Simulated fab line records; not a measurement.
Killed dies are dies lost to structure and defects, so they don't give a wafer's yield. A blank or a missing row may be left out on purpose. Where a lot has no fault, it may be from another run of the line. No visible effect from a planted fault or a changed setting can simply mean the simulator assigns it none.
Lot-split experiment	flow rit-cmos	27 wafers read from 5 lots, route of 202 steps

## SPLIT DETAILS
At RIT_ACTIVE_OXIDATION_01 (target thk 46.8 nm, ox time 3360 s), the setting ox-time-s was moved away from the recipe's 3360 s on 12 of the 27 wafers read, by -57.5% to -42.3%. The other wafers ran this setting at the recipe's value.

There is no step in the file separating the split from the reading.

## THE READING
ACTIVE_OXIDE_THK at RIT_ACTIVE_THK_MEAS_02, in nm. Typical for fault-free wafers on this fab line: 46.6 nm, with standard deviation 0.85 nm.

wafer	tool, chamber at the split	ox-time-s as run, s	against the recipe	ACTIVE_OXIDE_THK, nm	against lot-mates on the recipe
L076.1	furnace-04, 0	3360	recipe	48.4	-
L076.2	furnace-04, 0	3360	recipe	48.0	-
L076.5	furnace-04, 0	3360	recipe	47.5	-
L078.1	-, -	3360	recipe	45.6	-
L078.2	-, -	3360	recipe	44.9	-
L078.3	-, -	3360	recipe	45.6	-
L078.4	-, -	3360	recipe	45.9	-
L078.5	-, -	3360	recipe	45.2	-
L078.6	-, -	3360	recipe	44.8	-
L083.1	-, -	1429	-57.5%	27.7	no lot-mate on the recipe
L083.2	-, -	1429	-57.5%	27.9	no lot-mate on the recipe
L083.3	-, -	1429	-57.5%	26.9	no lot-mate on the recipe
L083.4	-, -	1429	-57.5%	27.7	no lot-mate on the recipe
L083.5	-, -	1429	-57.5%	28.3	no lot-mate on the recipe
L083.6	-, -	1429	-57.5%	28.0	no lot-mate on the recipe
L084.1	-, -	3360	recipe	45.7	-
L084.2	-, -	3360	recipe	45.8	-
L084.3	-, -	3360	recipe	45.5	-
L084.4	-, -	3360	recipe	45.7	-
L084.5	-, -	3360	recipe	46.0	-
L084.6	-, -	3360	recipe	45.7	-
L085.1	-, -	1940	-42.3%	34.7	no lot-mate on the recipe
L085.2	-, -	1940	-42.3%	34.7	no lot-mate on the recipe
L085.3	-, -	1940	-42.3%	34.7	no lot-mate on the recipe
L085.4	-, -	1940	-42.3%	34.1	no lot-mate on the recipe
L085.5	-, -	1940	-42.3%	35.2	no lot-mate on the recipe
L085.6	-, -	1940	-42.3%	34.6	no lot-mate on the recipe

FIT RESULTS
A straight line over all 27 wafers: ACTIVE_OXIDE_THK changes by +0.303 nm for each +1% of ox-time-s; r = +0.99; the points scatter about the line by 1.2 nm.
Too few moved wafers with a lot-mate on the recipe to fit a line net of each lot's own level.

## THE WHOLE CHAIN: every reading that the file lists as answering this split, in the file's order
step	what it does	reading	change (the file's fit)	r (the file's)
RIT_ACTIVE_OXIDATION_01	target thk 46.8 nm, ox time 3360 s	SiO2_of_ACTIVE_OXIDATION_01.thk-nm (the simulator's own value, which no gauge read)	+0.303 nm for each +1% of the setting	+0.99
RIT_ACTIVE_THK_MEAS_02		ACTIVE_OXIDE_THK	+0.303 for each +1% of the setting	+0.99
RIT_ACTIVE_ETCH_13	etches Si3N4 in SF6, stops on SiO2, time 210 s, target depth 210 nm	SiO2_of_ACTIVE_OXIDATION_01.thk-nm (the simulator's own value, which no gauge read)	+0.307 nm for each +1% of the setting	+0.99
RIT_FOX2_WET_ETCH_03	etches Si3N4 in H3PO4, target depth 195 nm, time 2700 s	SiO2_of_ACTIVE_OXIDATION_01.thk-nm (the simulator's own value, which no gauge read)	+0.272 nm for each +1% of the setting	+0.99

## FILE'S OWN FIT
ACTIVE_OXIDE_THK changes by +0.303 nm for each +1% of ox-time-s, r = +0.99.
